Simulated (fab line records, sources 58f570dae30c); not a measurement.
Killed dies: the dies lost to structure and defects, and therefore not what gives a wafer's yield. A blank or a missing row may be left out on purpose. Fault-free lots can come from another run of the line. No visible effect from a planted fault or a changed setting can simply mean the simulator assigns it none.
fab line records | flow berkeley_cmos170 | part 2 of 2: steps 29 to 40 of 40
[record] lots = 5 | wafers = 15 | last_day = 11
route steps=331 shown ACTIVE@65 PFIELD@79 FIELD@89 SACOX@97 SCREENOX@100 NVT@104
lots that met no fault: taken from a fault-free run of the same line
start_h: start of the lot's first displayed wafer, in hours after the record's first day | wait_h: hours elapsed since this lot's preceding step | " as in the row above | L1.1+2: several wafers, shown together as one row | - no value, or no start was given | * or withheld: withheld | < > ~ a bound
route shown NAME@n: NAME is a module with steps in the file, n the number in the route of the first one | usual: the fault-free wafers' mean and standard deviation | same: alike in all rows | chamber/n: place in a boat | sites: per-site readings | _std_site: their standard deviation | _edge_site: inner sites' mean taken away from outer sites' mean | radius_mm: how far each site lies from the wafer's centre | mask NAME#n: copy n | behind: the last tool/chamber to shape the wafer | hold: the reason the lot was held/the length of the hold in hours/how it ended | device: which transistor (n, p or np) failed to switch | end of line: at the end of the route, the tests of the same wafers | step lacking rows: just its recipe | killed: dies lost to structure and defects at the first sort, not the wafer's yield | map: the dies of a wafer, with x for killed, . for not killed, _ for no die there
set.NAME: the setting the step ran with; set.NAME@STEP: the setting that earlier step ran with | model.NAME: the simulator's own value behind a step, which no gauge read
lots seen at some steps along the route; tables by step, rows by wafer
services: a tool's chamber out of use, with start hour (start_h, from the record's first day; less than 0 if before it), hours out, and reason
[[steps]]
[step UCB170_FIELD_WET_ETCH_04]
[recipe] chemistry = dHF | dilution = 10:1 | target = SiO2 | temp_c = 25 | time_s = 60
lot.wafer  | tool         | chamber | start_h | wait_h
L074.2+3+4 | wet_bench-04 | 0       | 87.04   | 0.0
L080.2+4+5 | wet_bench-04 | 3       | 127.57  | 0.0
L083.2+3+5 | wet_bench-03 | 2       | 136.23  | 0.0
L085.3+4+5 | wet_bench-02 | 3       | 151.44  | 0.0
L093.1+4+6 | wet_bench-04 | 2       | 182.86  | 0.0
[step UCB170_FIELD_WET_ETCH_05]
[recipe] chemistry = H3PO4 | target = Si3N4 | temp_c = 160 | time_s = 12600
lot.wafer  | tool         | chamber | start_h | wait_h
L074.2+3+4 | wet_bench-04 | 1       | 87.07   | 0.0
L080.2+4+5 | wet_bench-02 | 2       | 127.59  | 0.0
L083.2+3+5 | wet_bench-03 | 1       | 136.25  | 0.0
L085.3+4+5 | wet_bench-03 | 0       | 151.47  | 0.0
L093.1+4+6 | wet_bench-02 | 2       | 182.89  | 0.0
[step UCB170_FIELD_WET_ETCH_06]
[recipe] chemistry = BOE | dilution = 5:1 | target = SiO2 | temp_c = 25 | time_s = 22
lot.wafer  | tool         | chamber | start_h | wait_h
L074.2+3+4 | wet_bench-03 | 2       | 90.65   | 0.1
L080.2+4+5 | wet_bench-03 | 1       | 131.10  | 0.0
L083.2+3+5 | wet_bench-04 | 1       | 139.76  | 0.0
L085.3+4+5 | wet_bench-04 | 3       | 154.98  | 0.0
L093.1+4+6 | wet_bench-04 | 3       | 186.71  | 0.0
[step UCB170_FIELD_THK_MEAS_90]
[recipe] reads = SiO2_of_FIELD_OXIDATION_01
[usual] FIELD_OXIDE_LEFT_1_THK = 446/11
lot.wafer | tool          | chamber | start_h | wait_h | FIELD_OXIDE_LEFT_1_THK[nm]
L074.2    | film_metro-01 | -       | 90.67   | 0.0    | 438
L074.3    | "             | -       | "       | "      | 435
L074.4    | "             | -       | "       | "      | 423
L080.2    | film_metro-04 | -       | 131.13  | 0.0    | 458
L080.4    | "             | -       | "       | "      | 440
L080.5    | "             | -       | "       | "      | 438
L083.2    | film_metro-04 | -       | 139.83  | 0.0    | 432
L083.3    | "             | -       | "       | "      | 433
L083.5    | "             | -       | "       | "      | 431
L085.3    | film_metro-01 | -       | 155.01  | 0.0    | 435
L085.4    | "             | -       | "       | "      | 429
L085.5    | "             | -       | "       | "      | 428
L093.1    | film_metro-01 | -       | 186.73  | 0.0    | 445
L093.4    | "             | -       | "       | "      | 450
L093.6    | "             | -       | "       | "      | 449
[step UCB170_SACOX_CLEAN_00]
[recipe] chemistry = dHF | dilution = 25:1 | time_s = 7.5
lot.wafer  | tool         | chamber | start_h | wait_h
L074.2+3+4 | wet_bench-04 | 2       | 90.75   | 0.1
L080.2+4+5 | wet_bench-04 | 0       | 131.18  | 0.0
L083.2+3+5 | wet_bench-04 | 1       | 139.88  | 0.0
L085.3+4+5 | wet_bench-01 | 1       | 155.05  | 0.0
L093.1+4+6 | wet_bench-04 | 3       | 186.79  | 0.1
[step UCB170_SACOX_OXIDATION_01]
[recipe] temp_c = 900 | ambient = O2 | target_thk_a = 144 | ox_time_s = 2400
[usual] ox_temp_c = 899.9/0.42 | spike_tc_centre_C = 902.3/1.2 | zone_power_centre_pct = 38.8/2.4
lot.wafer | tool       | chamber | start_h | wait_h | ox_temp_c | spike_tc_centre_C | zone_power_centre_pct
L074.2    | furnace-02 | 0       | 93.63   | 2.9    | 900.2     | 901.8             | 36.5
L074.3    | "          | 0       | "       | "      | 900.2     | 902.8             | 36.8
L074.4    | "          | 0       | "       | "      | 900.3     | 903.2             | 36.8
L080.2    | furnace-02 | 0       | 132.99  | 1.8    | 898.7     | 901.4             | 37.0
L080.4    | "          | 0       | "       | "      | 898.7     | 902.8             | 36.9
L080.5    | "          | 0       | "       | "      | 899.5     | 902.9             | 37.1
L083.2    | furnace-02 | 0       | 142.59  | 2.7    | 899.8     | 902.6             | 37.2
L083.3    | "          | 0       | "       | "      | 900.1     | 902.9             | 36.9
L083.5    | "          | 0       | "       | "      | 900.0     | 902.0             | 36.0
L085.3    | furnace-01 | 0       | 157.97  | 2.9    | 900.2     | 902.3             | 43.1
L085.4    | "          | 0       | "       | "      | 900.2     | 904.7             | 43.4
L085.5    | "          | 0       | "       | "      | 900.8     | 902.6             | 42.2
L093.1    | furnace-04 | 0       | 187.10  | 0.3    | 899.6     | 902.0             | 37.6
L093.4    | "          | 0       | "       | "      | 900.3     | 902.3             | 37.5
L093.6    | "          | 0       | "       | "      | 899.7     | 901.5             | 38.3
[step UCB170_SACOX_THK_MEAS_02]
[recipe] reads = SiO2_of_SACOX_OXIDATION_01
[usual] SACOX_OXIDE_THK = 14.49/0.23
lot.wafer | tool          | chamber | start_h | wait_h | SACOX_OXIDE_THK[nm]
L074.2    | film_metro-04 | -       | 95.30   | 0.0    | 14.29
L074.3    | "             | -       | "       | "      | 14.13
L074.4    | "             | -       | "       | "      | 14.16
L080.2    | film_metro-02 | -       | 134.67  | 0.0    | 14.46
L080.4    | "             | -       | "       | "      | 14.45
L080.5    | "             | -       | "       | "      | 14.61
L083.2    | film_metro-04 | -       | 144.27  | 0.0    | 14.79
L083.3    | "             | -       | "       | "      | 14.54
L083.5    | "             | -       | "       | "      | 14.57
L085.3    | film_metro-02 | -       | 159.66  | 0.0    | 13.95
L085.4    | "             | -       | "       | "      | 13.91
L085.5    | "             | -       | "       | "      | 13.94
L093.1    | film_metro-04 | -       | 188.77  | 0.0    | 14.78
L093.4    | "             | -       | "       | "      | 14.64
L093.6    | "             | -       | "       | "      | 14.56
[step UCB170_SCREENOX_WET_ETCH_00]
[recipe] chemistry = dHF | dilution = 25:1 | target = SiO2 | temp_c = 25 | time_s = 200
lot.wafer  | tool         | chamber | start_h | wait_h
L074.2+3+4 | wet_bench-04 | 2       | 95.35   | 0.0
L080.2+4+5 | wet_bench-03 | 1       | 134.72  | 0.0
L083.2+3+5 | wet_bench-04 | 3       | 144.66  | 0.4
L085.3+4+5 | wet_bench-04 | 0       | 159.70  | 0.0
L093.1+4+6 | wet_bench-04 | 1       | 188.98  | 0.2
[step UCB170_SCREENOX_OXIDATION_01]
[recipe] temp_c = 900 | ambient = O2 | target_thk_a = 144 | ox_time_s = 2400
[usual] ox_temp_c = 900.0/0.37 | spike_tc_centre_C = 902.9/1.3 | zone_power_centre_pct = 41.1/2.1
lot.wafer | tool       | chamber | start_h | wait_h | ox_temp_c | spike_tc_centre_C | zone_power_centre_pct
L074.2    | furnace-04 | 0       | 97.72   | 2.3    | 900.2     | 901.9             | 38.1
L074.3    | "          | 0       | "       | "      | 899.9     | 900.9             | 37.8
L074.4    | "          | 0       | "       | "      | 899.6     | 902.7             | 37.2
L080.2    | furnace-01 | 0       | 136.27  | 1.5    | 900.6     | 904.0             | 41.5
L080.4    | "          | 0       | "       | "      | 899.7     | 903.6             | 42.3
L080.5    | "          | 0       | "       | "      | 899.9     | 901.5             | 42.7
L083.2    | furnace-01 | 0       | 150.87  | 6.1    | 900.3     | 904.6             | 42.9
L083.3    | "          | 0       | "       | "      | 900.0     | 902.3             | 42.3
L083.5    | "          | 0       | "       | "      | 900.2     | 903.9             | 42.8
L085.3    | furnace-04 | 0       | 161.29  | 1.5    | 899.8     | 900.6             | 37.8
L085.4    | "          | 0       | "       | "      | 900.6     | 900.9             | 37.6
L085.5    | "          | 0       | "       | "      | 900.1     | 903.4             | 37.6
L093.1    | furnace-01 | 0       | 190.09  | 1.1    | 900.0     | 903.8             | 43.0
L093.4    | "          | 0       | "       | "      | 899.9     | 903.4             | 42.1
L093.6    | "          | 0       | "       | "      | 900.0     | 904.3             | 42.8
[step UCB170_SCREENOX_THK_MEAS_02]
[recipe] reads = SiO2_of_SCREENOX_OXIDATION_01
[usual] SCREENOX_OXIDE_THK = 14.44/0.3
lot.wafer | tool          | chamber | start_h | wait_h | SCREENOX_OXIDE_THK[nm]
L074.2    | film_metro-04 | -       | 99.39   | 0.0    | 14.43
L074.3    | "             | -       | "       | "      | 14.39
L074.4    | "             | -       | "       | "      | 14.44
L080.2    | film_metro-02 | -       | 137.95  | 0.0    | 14.68
L080.4    | "             | -       | "       | "      | 14.91
L080.5    | "             | -       | "       | "      | 14.47
L083.2    | film_metro-04 | -       | 152.55  | 0.0    | 14.24
L083.3    | "             | -       | "       | "      | 14.18
L083.5    | "             | -       | "       | "      | 14.38
L085.3    | film_metro-02 | -       | 162.97  | 0.0    | 14.77
L085.4    | "             | -       | "       | "      | 14.73
L085.5    | "             | -       | "       | "      | 14.69
L093.1    | film_metro-02 | -       | 191.76  | 0.0    | 14.44
L093.4    | "             | -       | "       | "      | 14.77
L093.6    | "             | -       | "       | "      | 14.41
[step UCB170_SCREENOX_ANNEAL_03]
[recipe] temp_c = 900 | time_s = 900 | ambient = N2
[usual] spike_tc_centre_C = 902.5/1.2 | zone_power_centre_pct = 41.0/2
lot.wafer | tool       | chamber | start_h | wait_h | spike_tc_centre_C | zone_power_centre_pct
L074.2    | furnace-01 | 0       | 100.89  | 1.5    | 903.9             | 42.6
L074.3    | "          | 0       | "       | "      | 902.1             | 42.1
L074.4    | "          | 0       | "       | "      | 903.6             | 42.5
L080.2    | furnace-01 | 0       | 144.29  | 6.3    | 904.8             | 42.9
L080.4    | "          | 0       | "       | "      | 903.0             | 42.8
L080.5    | "          | 0       | "       | "      | 903.7             | 42.4
L083.2    | furnace-03 | 0       | 157.58  | 5.0    | 901.4             | 41.9
L083.3    | "          | 0       | "       | "      | 903.9             | 42.5
L083.5    | "          | 0       | "       | "      | 904.8             | 42.0
L085.3    | furnace-04 | 0       | 165.79  | 2.8    | 902.6             | 37.8
L085.4    | "          | 0       | "       | "      | 902.7             | 38.0
L085.5    | "          | 0       | "       | "      | 901.8             | 37.4
L093.1    | furnace-04 | 0       | 191.82  | 0.1    | 901.8             | 37.9
L093.4    | "          | 0       | "       | "      | 903.3             | 38.3
L093.6    | "          | 0       | "       | "      | 899.9             | 37.6
[step UCB170_NVT_HMDS_00]
[recipe] prime_time_s = 60 | prime_temp_c = 100
lot.wafer  | tool           | chamber | start_h | wait_h
L074.2+3+4 | litho_track-04 | 0       | 102.17  | 0.0
L080.2+4+5 | litho_track-03 | 0       | 145.57  | 0.0
L083.2+3+5 | litho_track-03 | 0       | 158.85  | 0.0
L085.3+4+5 | litho_track-03 | 0       | 167.26  | 0.2
L093.1+4+6 | litho_track-01 | 0       | 193.45  | 0.4
[[services]]
tool           | chamber | start_h | hours | kind
rie_diel-04    | 2       | 52.27   | 18.4  | repair
furnace-04     | -       | 52.86   | 3.8   | pm
krf_scanner-02 | -       | 56.83   | 1.0   | repair
implanter-02   | -       | 63.75   | 0.5   | repair
krf_scanner-01 | -       | 66.25   | 1.3   | pm
furnace-04     | -       | 71.40   | 3.2   | pm
furnace-01     | -       | 72.37   | 2.9   | pm
lpcvd-02       | -       | 85.79   | 6.1   | pm
krf_scanner-01 | -       | 90.30   | 3.6   | pm
implanter-02   | -       | 93.41   | 5.2   | pm
krf_scanner-01 | -       | 115.27  | 4.0   | pm
krf_scanner-02 | -       | 132.59  | 0.7   | repair
krf_scanner-01 | -       | 133.33  | 1.0   | pm
furnace-03     | -       | 138.81  | 4.5   | pm
furnace-03     | -       | 143.29  | 3.7   | pm
krf_scanner-02 | -       | 145.14  | 16.9  | repair
krf_scanner-02 | -       | 156.90  | 0.9   | repair
wet_bench-04   | -       | 163.54  | 3.9   | repair
krf_scanner-02 | -       | 171.94  | 8.0   | repair
krf_scanner-01 | -       | 182.87  | 0.8   | pm
krf_scanner-01 | -       | 190.24  | 0.5   | repair
krf_scanner-02 | -       | 191.59  | 1.3   | pm
krf_scanner-02 | -       | 192.89  | 4.0   | pm
furnace-04     | -       | 193.15  | 12.9  | repair
